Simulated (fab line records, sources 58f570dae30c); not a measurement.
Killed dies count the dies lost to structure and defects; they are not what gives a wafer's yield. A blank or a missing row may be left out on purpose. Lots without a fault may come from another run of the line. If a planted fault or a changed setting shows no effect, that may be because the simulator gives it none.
Shared-tool check || flow berkeleyCmos170 || Sample size 14 lots and 48 wafers

WHY THIS WAS OPENED
UCB170_M1_RS_MEAS_01, reading M1_AL_RS: flagged on 2 of 14 lots. Fault-free wafers read 0.0482 ohm/sq, with a standard deviation of 0.00041.
Rule: a lot is flagged in two cases, either no wafer of it has a number, or all its wafers with numbers fall more than 4 standard deviations from that mean. The rest of the lots are taken to be sound.

{"lot": "L740", "measured": "day 6 20:20", "on": "filmMetro-04", "M1_AL_RS (ohm/sq), wafer by wafer": "0.0486 0.0489 0.0488", "flag": ""}
{"lot": "L744", "measured": "day 8 05:21", "on": "filmMetro-01", "M1_AL_RS (ohm/sq), wafer by wafer": "0.0482 0.0479 0.0485", "flag": ""}
{"lot": "L743", "measured": "day 8 06:07", "on": "filmMetro-03", "M1_AL_RS (ohm/sq), wafer by wafer": "0.0489 0.0490 0.0491", "flag": ""}
{"lot": "L748", "measured": "day 8 12:28", "on": "filmMetro-04", "M1_AL_RS (ohm/sq), wafer by wafer": "0.0483 0.0480 0.0483", "flag": ""}
{"lot": "L752", "measured": "day 8 14:35", "on": "filmMetro-04", "M1_AL_RS (ohm/sq), wafer by wafer": "0.0486 0.0482 0.0479", "flag": ""}
{"lot": "L750", "measured": "day 8 15:01", "on": "filmMetro-03", "M1_AL_RS (ohm/sq), wafer by wafer": "0.0480 0.0480 0.0480", "flag": ""}
{"lot": "L747", "measured": "day 8 15:19", "on": "filmMetro-04", "M1_AL_RS (ohm/sq), wafer by wafer": "0.0480 0.0476 0.0478", "flag": ""}
{"lot": "L749", "measured": "day 9 11:26", "on": "filmMetro-03", "M1_AL_RS (ohm/sq), wafer by wafer": "0.0485 0.0484 0.0486", "flag": ""}
{"lot": "L751", "measured": "day 9 11:40", "on": "filmMetro-04", "M1_AL_RS (ohm/sq), wafer by wafer": "0.0481 0.0480 0.0479", "flag": ""}
{"lot": "L755", "measured": "day 10 08:45", "on": "filmMetro-04", "M1_AL_RS (ohm/sq), wafer by wafer": "0.0480 0.0483 0.0480", "flag": ""}
{"lot": "L758", "measured": "day 10 23:34", "on": "filmMetro-03", "M1_AL_RS (ohm/sq), wafer by wafer": "0.0481 0.0484 0.0483", "flag": ""}
{"lot": "L760", "measured": "day 10 23:35", "on": "filmMetro-01", "M1_AL_RS (ohm/sq), wafer by wafer": "0.0330 0.0329 0.0331 0.0330 0.0329 0.0331", "flag": "FLAGGED"}
{"lot": "L762", "measured": "day 11 07:48", "on": "filmMetro-01", "M1_AL_RS (ohm/sq), wafer by wafer": "0.0327 0.0326 0.0330 0.0327 0.0327 0.0329", "flag": "FLAGGED"}
{"lot": "L763", "measured": "day 11 10:49", "on": "filmMetro-03", "M1_AL_RS (ohm/sq), wafer by wafer": "0.0485 0.0488 0.0484", "flag": ""}
On average the flagged lots' numbers are 0.0329 ohm/sq, which is -0.0153 ohm/sq against the usual, or -37 standard deviations.

EACH LOT AND THE TOOL IT RAN ON
The record holds 1 process step before the reading, out of a route of 331 steps. Every cell lists first the tool, next ch and the chambers used by the sampled wafers, and last the start.
{"lot": "L740", "flag": "", "UCB170_M1_SPUTTER_00": "pvdSputter-03, day 6 20:17"}
{"lot": "L744", "flag": "", "UCB170_M1_SPUTTER_00": "pvdSputter-04, day 8 05:17"}
{"lot": "L743", "flag": "", "UCB170_M1_SPUTTER_00": "pvdSputter-03, day 8 06:01"}
{"lot": "L748", "flag": "", "UCB170_M1_SPUTTER_00": "pvdSputter-02, day 8 12:23"}
{"lot": "L752", "flag": "", "UCB170_M1_SPUTTER_00": "pvdSputter-04, day 8 14:31"}
{"lot": "L750", "flag": "", "UCB170_M1_SPUTTER_00": "pvdSputter-03, day 8 14:57"}
{"lot": "L747", "flag": "", "UCB170_M1_SPUTTER_00": "pvdSputter-02, day 8 15:15"}
{"lot": "L749", "flag": "", "UCB170_M1_SPUTTER_00": "pvdSputter-03, day 9 11:21"}
{"lot": "L751", "flag": "", "UCB170_M1_SPUTTER_00": "pvdSputter-02, day 9 11:37"}
{"lot": "L755", "flag": "", "UCB170_M1_SPUTTER_00": "pvdSputter-03, day 10 08:40"}
{"lot": "L758", "flag": "", "UCB170_M1_SPUTTER_00": "pvdSputter-04, day 10 23:30"}
{"lot": "L760", "flag": "FLAGGED", "UCB170_M1_SPUTTER_00": "pvdSputter-03, day 10 23:30"}
{"lot": "L762", "flag": "FLAGGED", "UCB170_M1_SPUTTER_00": "pvdSputter-03, day 11 07:44"}
{"lot": "L763", "flag": "", "UCB170_M1_SPUTTER_00": "pvdSputter-02, day 11 10:43"}
These steps, and what they do:
- UCB170_M1_SPUTTER_00: material Al, target thk 600 nm, time 80 s.
- UCB170_M1_RS_MEAS_01: measures by four-point-probe.

FLAGGED AGAINST TOTAL, ONE TOOL AT A TIME (gauges that did the reading follow at the end)
{"step": "UCB170_M1_SPUTTER_00", "tool": "pvdSputter-02", "lots run": 4, "flagged": 0, "share of the flagged lots": "none", "sound lots run after its first flagged lot": "-"}
{"step": "UCB170_M1_SPUTTER_00", "tool": "pvdSputter-03", "lots run": 7, "flagged": 2, "share of the flagged lots": "all", "sound lots run after its first flagged lot": 0}
{"step": "UCB170_M1_SPUTTER_00", "tool": "pvdSputter-04", "lots run": 3, "flagged": 0, "share of the flagged lots": "none", "sound lots run after its first flagged lot": "-"}
{"step": "UCB170_M1_RS_MEAS_01", "tool": "filmMetro-01", "lots run": 3, "flagged": 2, "share of the flagged lots": "all", "sound lots run after its first flagged lot": 0}
{"step": "UCB170_M1_RS_MEAS_01", "tool": "filmMetro-03", "lots run": 5, "flagged": 0, "share of the flagged lots": "none", "sound lots run after its first flagged lot": "-"}
{"step": "UCB170_M1_RS_MEAS_01", "tool": "filmMetro-04", "lots run": 6, "flagged": 0, "share of the flagged lots": "none", "sound lots run after its first flagged lot": "-"}

WHAT THE TABLE ALLOWS
In 2 table rows, all flagged lots were run: pvdSputter-03 (UCB170_M1_SPUTTER_00), filmMetro-01 (UCB170_M1_RS_MEAS_01).
- pvdSputter-03 at UCB170_M1_SPUTTER_00 ran 7 lots, 2 of them flagged. A fault beginning between L755 (day 10 08:40), its last sound lot, and L760 (day 10 23:30), its first flagged one, fits the data.
- filmMetro-01 at UCB170_M1_RS_MEAS_01 ran 3 lots, 2 of them flagged. A fault beginning between L744 (day 8 05:21), its last sound lot, and L760 (day 10 23:35), its first flagged one, fits the data.
Counting lots can't tell these 2 tools apart, because each fits a fault that began at some hour. More lots, or a look at what each step does to the wafer, might.

WHAT HAD BEEN PUT IN BY THE SIMULATOR
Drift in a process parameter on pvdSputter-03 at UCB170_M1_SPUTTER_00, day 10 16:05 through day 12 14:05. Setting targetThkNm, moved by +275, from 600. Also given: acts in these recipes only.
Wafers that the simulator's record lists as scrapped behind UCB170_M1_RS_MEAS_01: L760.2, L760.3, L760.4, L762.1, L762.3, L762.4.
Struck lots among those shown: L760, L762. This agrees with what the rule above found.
